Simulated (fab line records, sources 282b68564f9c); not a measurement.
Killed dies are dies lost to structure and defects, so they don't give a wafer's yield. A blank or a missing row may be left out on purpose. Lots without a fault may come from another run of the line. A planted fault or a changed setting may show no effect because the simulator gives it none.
Which tool did it? | flow rit_cmos | 15 lots, 45 wafers sampled, at 2 steps of a route of 202

WHAT THE GAUGES READ, wafer by wafer
RIT_PWELL_OVL_MEAS_06. Usual: PWELL_OVL -0.6 nm, standard deviation 1.3.
lot  | measured    | on         | PWELL_OVL (nm) | flag
L720 | day 1 21:50 | overlay-01 | 1.0 -1.2 -0.3  |
L721 | day 2 02:51 | overlay-02 | 0.5 -0.8 -1.8  |
L723 | day 2 13:38 | overlay-01 | -1.8 -0.1 -0.9 |
L724 | day 2 18:01 | overlay-01 | 1.1 0.4 -0.3   |
L725 | day 2 23:13 | overlay-01 | -2.9 -1.9 -2.6 |
L728 | day 3 14:35 | overlay-02 | 2.4 -1.3 0.6   |
L729 | day 3 20:19 | overlay-01 | -1.1 0.2 -0.8  |
L732 | day 4 10:32 | overlay-01 | 0.6 -0.4 -0.4  |
L733 | day 4 14:56 | overlay-01 | 1.0 0.0 1.9    |
L736 | day 5 06:02 | overlay-01 | -0.3 0.9 0.2   |
L738 | day 5 15:59 | overlay-02 | -2.8 -0.3 -2.2 |
L740 | day 6 04:26 | overlay-02 | - - -          | OFF
L741 | day 6 08:53 | overlay-02 | - - -          | OFF
L742 | day 6 13:27 | overlay-01 | - - -          | OFF
L743 | day 6 19:11 | overlay-01 | -2.4 -2.5 -1.7 |

WHICH TOOL RAN EACH LOT (tool, then ch and the chambers of the sampled wafers, then the start)
lot  | RIT_PWELL_COAT_01
L720 | litho_track-04 ch 0, day 1 21:05
L721 | litho_track-03 ch 0, day 2 02:10
L723 | litho_track-03 ch 0, day 2 12:54
L724 | litho_track-03 ch 0, day 2 17:10
L725 | litho_track-04 ch 0, day 2 22:11
L728 | litho_track-04 ch 0, day 3 13:38
L729 | litho_track-04 ch 0, day 3 19:28
L732 | litho_track-01 ch 0, day 4 09:49
L733 | litho_track-03 ch 0, day 4 14:06
L736 | litho_track-04 ch 0, day 5 05:19
L738 | litho_track-04 ch 0, day 5 15:07
L740 | litho_track-03, day 6 03:45
L741 | litho_track-03, day 6 08:04
L742 | litho_track-04, day 6 12:43
L743 | litho_track-04 ch 0, day 6 18:28
- RIT_PWELL_COAT_01: resist thk 1300 nm.

WHAT THE TOOLS THEMSELVES READ (means of the sampled wafers that have a number; where no wafer has one, the mark that the record gives instead)
RIT_PWELL_COAT_01. Usual: chill_plate_temp_C 22.99 C, standard deviation 0.1; dispense_pressure_kPa 48.4 kPa, standard deviation 1.6.
lot  | tool           | chill_plate_temp_C (C) | dispense_pressure_kPa (kPa) | flag
L720 | litho_track-04 | 22.99                  | 48.1                        |
L721 | litho_track-03 | 23.02                  | 50.1                        |
L723 | litho_track-03 | 23.07                  | 50.1                        |
L724 | litho_track-03 | 22.98                  | 50.1                        |
L725 | litho_track-04 | 22.99                  | 48.1                        |
L728 | litho_track-04 | 23.06                  | 48.1                        |
L729 | litho_track-04 | 22.94                  | 48.1                        |
L732 | litho_track-01 | 23.04                  | 44.9                        |
L733 | litho_track-03 | 22.96                  | 50.1                        |
L736 | litho_track-04 | 23.00                  | 48.1                        |
L738 | litho_track-04 | 23.03                  | 48.1                        |
L740 | litho_track-03 | -                      | -                           | OFF
L741 | litho_track-03 | -                      | -                           | OFF
L742 | litho_track-04 | -                      | -                           | OFF
L743 | litho_track-04 | 23.19                  | 48.1                        |

THE ANSWER, worked out from the rows above alone
Rule: a lot is off if the mean of its wafers that have a number lies more than 3 standard deviations from the usual mean. A lot without any number at a reading at which 4 lots or more have one is off too. The other lots that the step has rows for count as sound. The gauges are gone through in route order, then the tools' own readings, and for those a lot's mean is taken as printed above. The first step at which some lot is off is used, and at that step the reading that is off furthest; a lot without a number counts as furthest.
Off: L740, L741, L742, at RIT_PWELL_OVL_MEAS_06 (PWELL_OVL). Without a number there: L740, L741, L742.
A tool fits if, at a process step before that reading, it ran every lot that is off, and no sound lot after the first of them. The gauges at RIT_PWELL_OVL_MEAS_06 aren't tried: what is off there is off at RIT_PWELL_COAT_01 too, on other tools, and a gauge's error can't cause that. None of those tried fits.

WHAT THE SIMULATOR HAD PUT IN
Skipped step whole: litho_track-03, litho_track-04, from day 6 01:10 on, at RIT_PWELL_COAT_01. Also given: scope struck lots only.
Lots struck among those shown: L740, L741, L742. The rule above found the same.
